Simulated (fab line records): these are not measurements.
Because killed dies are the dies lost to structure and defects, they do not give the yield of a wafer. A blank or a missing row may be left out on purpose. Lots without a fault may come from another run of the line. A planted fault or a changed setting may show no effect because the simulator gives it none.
A struck lot beside a sound one || flow rit-cmos || 18 out of 202 route steps
Sound: the wafers L663.2, L663.4, L663.6. The struck wafers were L654.1, L654.5, L654.6. The cause is given at the end.
Each step with rows lists, per side, the tool, then ch with its chambers, then its first start. Under that, the readings that differ: sound wafers || struck wafers || difference of the means || sigmas: that difference in standard deviations of wafers without a fault.
alike: readings whose means differ by less than 2 such deviations, and words and numbers that are the same on both sides. not compared: withheld readings, readings that some wafer has no value for, bounds like >300 that may hide the same value, and numbers for which the record gives no deviation and whose values overlap.
The two part at a step that has a row with sigmas, a row that says differs or no value, or rows on one side only. Numbers that have no deviation but don't overlap get no sigmas and don't part them. A reading missing from all wafers of one side parts the sides only when that side holds two or more wafers.

RIT_M1_SPUTTER_00: material Al, target thk 400 nm, time 500 s.
  struck on pvd-sputter-02, day 5 13:13; sound on pvd-sputter-03, day 7 10:45
  alike: chamber-pressure-pa, throttle-valve-pct
RIT_M1_RS_MEAS_01: the measuring method here is four-point-probe.
  struck on film-metro-01, day 5 13:31; sound on film-metro-02, day 7 11:04
  alike: M1_AL_RS
RIT_M1_THK_MEAS_02: measures by xrf.
  struck on film-metro-01, day 5 13:38; sound on film-metro-02, day 7 11:10
  alike: M1_AL_THK
then, 6 steps without rows for these wafers: RIT_M1_HMDS_03 (prime time 60 s); RIT_M1_COAT_04 (resist thk 1283 nm); RIT_M1_SOFTBAKE_05 (time 60 s); RIT_M1_EXPOSE_06 (exposes mask M12, target cd 2600 nm); RIT_M1_PEB_07; RIT_M1_DEVELOP_08 (develop time 68 s).
RIT_M1_CD_MEAS_09 targets a cd of 2600 nm.
  struck on cd-sem-02, day 5 14:44; sound on cd-sem-01, day 7 12:11
  alike: cd-nm
RIT_M1_OVL_MEAS_10:
  struck on overlay-02, day 5 14:52; sound on overlay-01, day 7 12:18
  alike: M1_OVL
then, 1 step without rows for these wafers: RIT_M1_HARDBAKE_11 (time 120 s).
RIT_M1_METAL_ETCH_12: etches Al in Cl2/BCl3, stops on SiO2, time 165 s, target depth 600 nm.
  sound on rie-metal-04 ch 0,1, day 7 12:35; struck on rie-metal-04 ch 0,1, day 5 15:09
  no value came back on the struck wafers for any of 5 readings (bcl3-flow-sccm (sccm), chamber-pressure-mTorr (mTorr) and others); on the sound wafers bcl3-flow-sccm (sccm) reads 49.93 50.23 50.16
{"reading": "model.NOVOLAK_of_M1_COAT_04.thk-nm (nm)", "sound": "807.8 807.3 795.6", "struck": "1116 1117 1121", "difference": "+314", "sigmas": ""}
{"reading": "model.SiO2_of_CONTACT_CVD_00.thk-nm (nm)", "sound": "361.1 369.4 366.5", "struck": "385.8 401 388.8", "difference": "+26.2", "sigmas": ""}
  not compared: rf-hours-counter-h
then, 1 step without rows for these wafers: RIT_M1_STRIP_13 (strips in nmp, time 600 s).
RIT_M1_STRIP_14: strips in O2, time 180 s.
  sound on plasma-asher-01 ch 1, day 7 12:56; struck on plasma-asher-04 ch 0,1, day 5 15:29
  alike: drypump-motor-current-A
  not compared: rf-hours-counter-h
RIT_M1_CD_MEAS_90 targets a cd of 2600 nm.
  struck on cd-sem-02, day 5 15:40; sound on cd-sem-02, day 7 13:07
{"reading": "cd-nm (nm)", "sound": "2603.2 2602.5 2598.3", "struck": "- - -", "difference": "no value on the struck wafers", "sigmas": ""}
then, 1 step without rows for these wafers: RIT_M1_ANNEAL_15 (time 1800 s).
RIT_M1_PROBE_99:
  struck on prober-02, day 5 20:42; sound on prober-02, day 7 14:53
{"reading": "defect-limited-yield (%)", "sound": "97.7 98.5 97.7", "struck": "0 0 0", "difference": -98, "sigmas": -89}
{"reading": "killed_at_M0_to_M3", "sound": "0 0 0", "struck": "255 257 254", "difference": "+255", "sigmas": "+99 or more"}
{"reading": "killed-dies", "sound": "6 4 6", "struck": "264 264 264", "difference": "+259", "sigmas": "+89"}
{"reading": "killed-on-rim", "sound": "2 2 2", "struck": "70 70 70", "difference": "+68", "sigmas": "+49"}
{"reading": "sort_bin_5_function (%)", "sound": "0.8 1.1 1.5", "struck": "98.1 99.2 98.1", "difference": "+97.3", "sigmas": "+99 or more"}
{"reading": "sort-n-pass", "sound": "258.0 260.0 258.0", "struck": "0 0 0", "difference": -259, "sigmas": -89}
{"reading": "sort-yield-pct (%)", "sound": "97.7 98.5 97.7", "struck": "0 0 0", "difference": -98, "sigmas": -89}
  alike: killed-at-contacts, killed-at-front-end, killed-open, killed-short, sort_bin_3_pad_short, sort_bin_6_memory

== WHERE THEY PART ==
First at RIT_M1_METAL_ETCH_12; last, within this record, at RIT_M1_PROBE_99.

WHY: what the simulator had put in
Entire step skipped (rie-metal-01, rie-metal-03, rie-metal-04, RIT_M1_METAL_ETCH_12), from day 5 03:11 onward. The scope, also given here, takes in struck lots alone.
